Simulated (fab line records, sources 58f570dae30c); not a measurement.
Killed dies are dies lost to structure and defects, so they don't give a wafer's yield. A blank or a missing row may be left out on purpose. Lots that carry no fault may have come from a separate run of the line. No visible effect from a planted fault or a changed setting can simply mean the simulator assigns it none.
What tool caused it?	flow berkeley cmos170	14 lots, 42 wafers sampled, at 5 steps of a route of 331

WHAT EACH GAUGE READ, for each wafer
UCB170_WELLDRIVE_THK_MEAS_02.
lot	measured	on	WELLDRIVE_OXIDE_THK (nm)
L634	day 3 17:33	film metro-03	197 198 202
L643	day 5 12:43	film metro-03	198 198 199
L644	day 6 01:08	film metro-03	120 121 121
L645	day 6 01:08	film metro-04	127 124 123
L646	day 6 08:11	film metro-01	189 187 189
L647	day 6 08:12	film metro-04	196 196 196
L648	day 6 20:03	film metro-04	198 199 197
L649	day 7 02:07	film metro-01	199 202 202
L651	day 7 10:58	film metro-01	197 198 199
L650	day 7 17:13	film metro-04	201 202 201
L653	day 8 00:05	film metro-01	204 198 202
L654	day 8 00:05	film metro-03	202 201 204
L656	day 8 15:17	film metro-01	198 196 200
L657	day 8 15:11	film metro-04	201 202 199

UCB170_ACTIVE_THK_MEAS_06.
lot	measured	on	ACTIVE_NITRIDE_THK (nm)
L634	day 4 06:21	film metro-02	217.1 218.7 220.0
L643	day 6 07:27	film metro-03	223.7 223.0 223.8
L644	day 7 00:34	film metro-01	220.4 219.4 222.1
L645	day 7 00:34	film metro-02	222.9 222.8 222.3
L646	day 7 07:14	film metro-03	219.9 219.8 221.3
L647	day 7 07:16	film metro-02	221.5 222.1 222.0
L648	day 7 19:10	film metro-03	218.8 217.9 217.8
L649	day 7 19:10	film metro-01	220.5 220.0 221.5
L651	day 8 04:59	film metro-02	219.1 219.5 220.9
L650	day 8 13:37	film metro-03	219.5 219.9 218.9
L653	day 8 23:37	film metro-01	218.2 218.0 219.1
L654	day 8 23:37	film metro-03	218.9 219.7 220.7
L656	day 9 15:57	film metro-03	222.1 221.3 222.2
L657	day 9 15:52	film metro-01	217.4 217.4 217.8

UCB170_GATE_THK_MEAS_02.
lot	measured	on	GATE_OXIDE_THK (nm)
L634	day 6 12:35	film metro-01	6.77 6.74 6.66
L643	day 7 23:22	film metro-03	6.57 6.50 6.57
L644	day 9 10:17	film metro-04	6.71 6.68 6.76
L645	day 9 10:18	film metro-01	6.58 6.57 6.58
L646	day 9 17:11	film metro-03	6.51 6.67 6.63
L647	day 9 10:21	film metro-04	6.58 6.53 6.65
L648	day 10 04:36	film metro-04	6.68 6.80 6.85
L649	day 10 04:35	film metro-03	6.81 6.82 6.77
L651	day 10 10:04	film metro-04	6.79 6.68 6.72
L650	day 10 10:02	film metro-03	6.66 6.55 6.64
L653	day 11 03:27	film metro-04	6.55 6.57 6.62
L654	day 11 03:27	film metro-03	6.23 6.45 6.46
L656	day 11 19:08	film metro-01	6.74 6.72 6.77
L657	day 11 19:06	film metro-04	6.60 6.73 6.64

UCB170_NLDD_CD_MEAS_06: target cd 1200 nm.
lot	measured	on	cd nm (nm)
L634	day 7 01:07	cd sem-02	1201.3 1201.0 1201.0
L643	day 8 11:24	cd sem-01	1198.2 1198.8 1198.0
L644	day 10 02:31	cd sem-01	1196.7 1196.5 1196.3
L645	day 10 03:16	cd sem-02	1201.9 1201.1 1202.7
L646	day 10 04:28	cd sem-02	1201.2 1200.9 1200.3
L647	day 10 02:14	cd sem-01	1200.4 1200.1 1200.3
L648	day 10 16:05	cd sem-01	1198.2 1198.1 1198.6
L649	day 10 15:39	cd sem-02	1199.7 1199.7 1200.1
L651	day 11 02:24	cd sem-01	1199.4 1200.8 1201.3
L650	day 11 01:51	cd sem-01	1199.4 1199.2 1201.0
L653	day 11 16:40	cd sem-01	1199.2 1200.6 1198.0
L654	day 11 16:58	cd sem-02	1198.3 1199.0 1197.9
L656	day 12 06:34	cd sem-01	1197.5 1198.1 1197.7
L657	day 12 06:14	cd sem-02	1200.4 1200.4 1200.6

WHAT TOOL EACH LOT RAN ON (gives the tool, then ch and the chambers of the sampled wafers, and finally the start)
lot	UCB170_WELLDRIVE_OXIDATION_01
L634	furnace-04 ch 0, day 3 14:03
L643	furnace-04 ch 0, day 5 09:12
L644	furnace-04 ch 0, day 5 21:37
L645	furnace-04 ch 0, day 5 21:37
L646	furnace-02 ch 0, day 6 04:41
L647	furnace-02 ch 0, day 6 04:41
L648	furnace-02 ch 0, day 6 16:32
L649	furnace-02 ch 0, day 6 22:37
L651	furnace-02 ch 0, day 7 07:28
L650	furnace-02 ch 0, day 7 13:43
L653	furnace-01 ch 0, day 7 20:35
L654	furnace-01 ch 0, day 7 20:35
L656	furnace-01 ch 0, day 8 11:41
L657	furnace-01 ch 0, day 8 11:41
- UCB170_WELLDRIVE_OXIDATION_01: target thk 199 nm, ox time 9000 s.

WHAT THE TOOLS THEMSELVES READ (means of the sampled wafers that have a number; where no wafer has one, the mark that the record gives instead)
UCB170_WELLDRIVE_OXIDATION_01.
lot	tool	spike tc source C (C)	zone power source pct (%)
L634	furnace-04	1128	44.7
L643	furnace-04	1127	44.4
L644	furnace-04	1127	44.8
L645	furnace-04	1127	44.1
L646	furnace-02	1122	40.4
L647	furnace-02	1121	41.0
L648	furnace-02	1121	40.9
L649	furnace-02	1121	40.8
L651	furnace-02	1122	40.6
L650	furnace-02	1121	40.8
L653	furnace-01	1132	36.3
L654	furnace-01	1132	36.6
L656	furnace-01	1131	36.4
L657	furnace-01	1132	36.0

THE ANSWER, worked out from the rows above alone
Rule: the usual values come from the lots themselves. Put in order of their means at a reading, lots are off if they are a third of the lots or fewer, leave a main group of 4 or more, and stand apart from it by a gap of 3 or more times the standard deviation of the main group's means; of several such gaps the widest counts. If all means in a main group match to the digits the tables above print for the reading, that group is not used. A lot without any number at a reading at which 4 lots or more have one is off too. Any other lot the step has rows for is counted as sound. After the gauges, taken in route order, come the tools' own readings; for these a lot's mean is taken, as printed above. At the first step where some lot is off, the reading lying furthest off is the one used; lots without a number count as furthest.
Off: L644, L645, at UCB170_WELLDRIVE_THK_MEAS_02 (WELLDRIVE_OXIDE_THK). The main group: mean 199 nm, standard deviation 3.6.
If a tool, at a process step before that reading, ran all the lots that are off and no sound lot after the first of them, it fits. Gauges at UCB170_WELLDRIVE_THK_MEAS_02: tried the same way as those tools. One fits: furnace-04 at UCB170_WELLDRIVE_OXIDATION_01. A fault onset in the window from L643 (day 5 09:12, its last sound lot) to L644 (day 5 21:37, its first lot off) fits.

WHAT THE SIMULATOR PUT IN
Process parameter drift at UCB170_WELLDRIVE_OXIDATION_01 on furnace-04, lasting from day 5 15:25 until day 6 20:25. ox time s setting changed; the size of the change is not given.
Shown lots that were struck: L644, L645. Same finding as the rule above.
